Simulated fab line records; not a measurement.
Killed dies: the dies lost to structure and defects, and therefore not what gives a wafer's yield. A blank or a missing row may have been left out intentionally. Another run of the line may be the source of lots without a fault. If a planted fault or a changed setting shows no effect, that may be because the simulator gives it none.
The tool behind it: which one? / flow berkeley cmos170 / 16 lots, 48 wafers sampled, at 5 steps of a route of 331

## WHAT THE GAUGES SHOWED, per wafer
UCB170_ACTIVE_CD_MEAS_90: the cd target is 1200 nm. Usual: cd nm at 1199.5 nm, with a standard deviation of 1.3.
lot=L692; measured=day 4 06:10; on=cd sem-01; cd nm (nm)=1200.7 1199.1 1198.2; flag=
lot=L693; measured=day 4 14:25; on=cd sem-02; cd nm (nm)=1199.6 1199.9 1199.4; flag=
lot=L694; measured=day 4 21:51; on=cd sem-02; cd nm (nm)=1199.5 1200.1 1199.1; flag=
lot=L696; measured=day 5 02:01; on=cd sem-02; cd nm (nm)=1199.4 1200.4 1199.5; flag=
lot=L697; measured=day 5 13:25; on=cd sem-01; cd nm (nm)=1200.4 1199.7 1199.0; flag=
lot=L698; measured=day 5 13:44; on=cd sem-01; cd nm (nm)=1200.6 1200.5 1199.6; flag=
lot=L699; measured=day 5 13:50; on=cd sem-02; cd nm (nm)=1200.2 1200.5 1200.3; flag=
lot=L701; measured=day 6 04:44; on=cd sem-01; cd nm (nm)=1199.2 1197.9 1198.3; flag=
lot=L700; measured=day 6 04:57; on=cd sem-02; cd nm (nm)=1198.1 1197.0 1198.1; flag=
lot=L703; measured=day 6 10:09; on=cd sem-02; cd nm (nm)=1198.9 1199.0 1199.4; flag=
lot=L702; measured=day 6 10:28; on=cd sem-01; cd nm (nm)=1200.7 1199.2 1200.6; flag=
lot=L705; measured=day 6 20:08; on=cd sem-01; cd nm (nm)=1195.8 1196.7 1197.5; flag=
lot=L704; measured=day 6 20:21; on=cd sem-01; cd nm (nm)=1197.8 1198.5 1199.4; flag=
lot=L706; measured=day 6 20:37; on=cd sem-01; cd nm (nm)=1199.2 1200.4 1198.9; flag=
lot=L708; measured=day 7 01:28; on=cd sem-01; cd nm (nm)=1198.2 1197.8 1198.6; flag=
lot=L707; measured=day 7 01:34; on=cd sem-02; cd nm (nm)=1202.2 1202.8 1201.8; flag=

UCB170_SCREENOX_THK_MEAS_02. Usual: SCREENOX_OXIDE_THK gives 14.29 nm (standard deviation 0.25).
lot=L692; measured=day 5 03:16; on=film metro-02; SCREENOX_OXIDE_THK (nm)=14.33 14.42 14.35; flag=
lot=L693; measured=day 5 14:28; on=film metro-02; SCREENOX_OXIDE_THK (nm)=14.37 14.58 14.27; flag=
lot=L694; measured=day 5 21:52; on=film metro-01; SCREENOX_OXIDE_THK (nm)=14.27 14.31 14.42; flag=
lot=L696; measured=day 6 02:28; on=film metro-02; SCREENOX_OXIDE_THK (nm)=14.46 14.18 14.28; flag=
lot=L697; measured=day 6 11:38; on=film metro-02; SCREENOX_OXIDE_THK (nm)=14.20 13.80 14.09; flag=
lot=L698; measured=day 6 11:40; on=film metro-03; SCREENOX_OXIDE_THK (nm)=13.90 14.13 13.80; flag=
lot=L699; measured=day 6 11:39; on=film metro-01; SCREENOX_OXIDE_THK (nm)=14.27 13.83 14.03; flag=
lot=L701; measured=day 7 02:26; on=film metro-02; SCREENOX_OXIDE_THK (nm)=13.82 14.01 13.99; flag=
lot=L700; measured=day 7 02:25; on=film metro-03; SCREENOX_OXIDE_THK (nm)=14.07 14.23 14.23; flag=
lot=L703; measured=day 7 06:56; on=film metro-01; SCREENOX_OXIDE_THK (nm)=14.72 14.67 14.63; flag=
lot=L702; measured=day 7 06:57; on=film metro-03; SCREENOX_OXIDE_THK (nm)=14.34 14.38 14.39; flag=
lot=L705; measured=day 7 18:55; on=film metro-02; SCREENOX_OXIDE_THK (nm)=14.87 14.55 14.39; flag=
lot=L704; measured=day 7 18:53; on=film metro-03; SCREENOX_OXIDE_THK (nm)=14.54 14.32 14.17; flag=
lot=L706; measured=day 7 18:55; on=film metro-01; SCREENOX_OXIDE_THK (nm)=14.19 14.43 14.60; flag=
lot=L708; measured=day 8 05:46; on=film metro-03; SCREENOX_OXIDE_THK (nm)=14.05 14.24 14.06; flag=
lot=L707; measured=day 8 05:46; on=film metro-01; SCREENOX_OXIDE_THK (nm)=14.05 14.16 14.14; flag=

UCB170_NVT_TW_MEAS_09. Usual: NVT_TW gives 526 (standard deviation 5.8).
lot=L692; measured=day 5 07:43; on=film metro-03; NVT_TW=525 528 526; flag=
lot=L693; measured=day 5 21:17; on=film metro-03; NVT_TW=529 529 529; flag=
lot=L694; measured=day 6 03:43; on=film metro-02; NVT_TW=535 534 535; flag=
lot=L696; measured=day 6 07:31; on=film metro-03; NVT_TW=521 521 522; flag=
lot=L697; measured=day 6 16:32; on=film metro-02; NVT_TW=532 533 532; flag=
lot=L698; measured=day 6 16:19; on=film metro-04; NVT_TW=522 526 523; flag=
lot=L699; measured=day 6 16:38; on=film metro-04; NVT_TW=523 523 520; flag=
lot=L701; measured=day 7 08:07; on=film metro-04; NVT_TW=521 525 522; flag=
lot=L700; measured=day 7 08:19; on=film metro-04; NVT_TW=523 522 523; flag=
lot=L703; measured=day 7 13:08; on=film metro-02; NVT_TW=537 535 536; flag=
lot=L702; measured=day 7 13:19; on=film metro-03; NVT_TW=524 524 525; flag=
lot=L705; measured=day 8 01:24; on=film metro-03; NVT_TW=520 522 520; flag=
lot=L704; measured=day 8 02:07; on=film metro-04; NVT_TW=315 317 317; flag=OFF
lot=L706; measured=day 8 02:23; on=film metro-03; NVT_TW=313 315 313; flag=OFF
lot=L708; measured=day 8 11:17; on=film metro-02; NVT_TW=325 323 326; flag=OFF
lot=L707; measured=day 8 11:04; on=film metro-02; NVT_TW=323 323 323; flag=OFF

UCB170_GATE_THK_MEAS_05. Usual: GATE_POLY_THK gives 212.8 nm (standard deviation 1.6).
lot=L692; measured=day 5 22:02; on=film metro-02; GATE_POLY_THK (nm)=211.5 210.8 210.3; flag=
lot=L693; measured=day 6 10:34; on=film metro-02; GATE_POLY_THK (nm)=213.9 213.4 215.1; flag=
lot=L694; measured=day 6 14:07; on=film metro-04; GATE_POLY_THK (nm)=212.5 212.7 213.5; flag=
lot=L696; measured=day 6 20:07; on=film metro-04; GATE_POLY_THK (nm)=213.7 214.8 214.0; flag=
lot=L697; measured=day 7 01:34; on=film metro-02; GATE_POLY_THK (nm)=217.4 217.2 215.5; flag=
lot=L698; measured=day 7 01:35; on=film metro-04; GATE_POLY_THK (nm)=215.8 214.9 214.6; flag=
lot=L699; measured=day 7 01:35; on=film metro-01; GATE_POLY_THK (nm)=212.7 211.1 211.6; flag=
lot=L701; measured=day 7 18:58; on=film metro-02; GATE_POLY_THK (nm)=213.9 213.5 212.7; flag=
lot=L700; measured=day 7 18:55; on=film metro-04; GATE_POLY_THK (nm)=212.2 212.0 212.9; flag=
lot=L703; measured=day 8 01:35; on=film metro-02; GATE_POLY_THK (nm)=215.1 214.3 213.2; flag=
lot=L702; measured=day 8 01:37; on=film metro-01; GATE_POLY_THK (nm)=214.6 214.8 214.0; flag=
lot=L705; measured=day 8 16:36; on=film metro-04; GATE_POLY_THK (nm)=211.2 211.0 212.5; flag=
lot=L704; measured=day 8 16:39; on=film metro-04; GATE_POLY_THK (nm)=212.2 211.5 212.1; flag=
lot=L706; measured=day 8 16:36; on=film metro-02; GATE_POLY_THK (nm)=212.0 209.9 212.0; flag=
lot=L708; measured=day 8 21:53; on=film metro-01; GATE_POLY_THK (nm)=211.0 210.7 210.2; flag=
lot=L707; measured=day 8 21:53; on=film metro-02; GATE_POLY_THK (nm)=212.3 213.7 213.2; flag=

## EACH LOT AND THE TOOL THAT RAN IT (in order: tool; ch and the chambers of the sampled wafers; start)
lot=L692; UCB170_NVT_IMPLANT_07=implanter-02 ch 0, day 5 07:30
lot=L693; UCB170_NVT_IMPLANT_07=implanter-04 ch 0, day 5 21:03
lot=L694; UCB170_NVT_IMPLANT_07=implanter-02 ch 0, day 6 03:28
lot=L696; UCB170_NVT_IMPLANT_07=implanter-03 ch 0, day 6 07:16
lot=L697; UCB170_NVT_IMPLANT_07=implanter-04 ch 0, day 6 16:17
lot=L698; UCB170_NVT_IMPLANT_07=implanter-03 ch 0, day 6 16:06
lot=L699; UCB170_NVT_IMPLANT_07=implanter-02 ch 0, day 6 16:24
lot=L701; UCB170_NVT_IMPLANT_07=implanter-03 ch 0, day 7 07:53
lot=L700; UCB170_NVT_IMPLANT_07=implanter-02 ch 0, day 7 08:04
lot=L703; UCB170_NVT_IMPLANT_07=implanter-02 ch 0, day 7 12:53
lot=L702; UCB170_NVT_IMPLANT_07=implanter-04 ch 0, day 7 13:06
lot=L705; UCB170_NVT_IMPLANT_07=implanter-04 ch 0, day 8 01:11
lot=L704; UCB170_NVT_IMPLANT_07=implanter-03 ch 0, day 8 01:53
lot=L706; UCB170_NVT_IMPLANT_07=implanter-02 ch 0, day 8 02:10
lot=L708; UCB170_NVT_IMPLANT_07=implanter-03 ch 0, day 8 11:03
lot=L707; UCB170_NVT_IMPLANT_07=implanter-02 ch 0, day 8 10:49
- UCB170_NVT_IMPLANT_07

## WHAT THE TOOLS THEMSELVES READ (means of the sampled wafers that have a number; where no wafer has one, the mark that the record gives instead)
The record holds no such reading with a usual standard deviation.

## THE ANSWER, worked out from the rows above alone
Rule: lot off if the mean of its wafers having a number is beyond 3 standard deviations from the usual mean. A lot without any number at a reading at which 4 lots or more have one is off too. Where the step has rows for the other lots, those lots are counted as sound. Order of review: gauges by route order, followed by the tools' own readings, for which a lot's mean as printed above is used. The first step at which some lot is off is used, and at that step the reading that is off furthest; a lot without a number counts as furthest.
Off: L704, L706, L708, L707, at UCB170_NVT_TW_MEAS_09 (NVT_TW).
A tool fits if, at a process step before that reading, it ran every lot that is off, and no sound lot after the first of them. Gauges at UCB170_NVT_TW_MEAS_09: tried the same way as those tools. Not one of the candidates tried fits.

## WHAT WAS PUT IN BY THE SIMULATOR
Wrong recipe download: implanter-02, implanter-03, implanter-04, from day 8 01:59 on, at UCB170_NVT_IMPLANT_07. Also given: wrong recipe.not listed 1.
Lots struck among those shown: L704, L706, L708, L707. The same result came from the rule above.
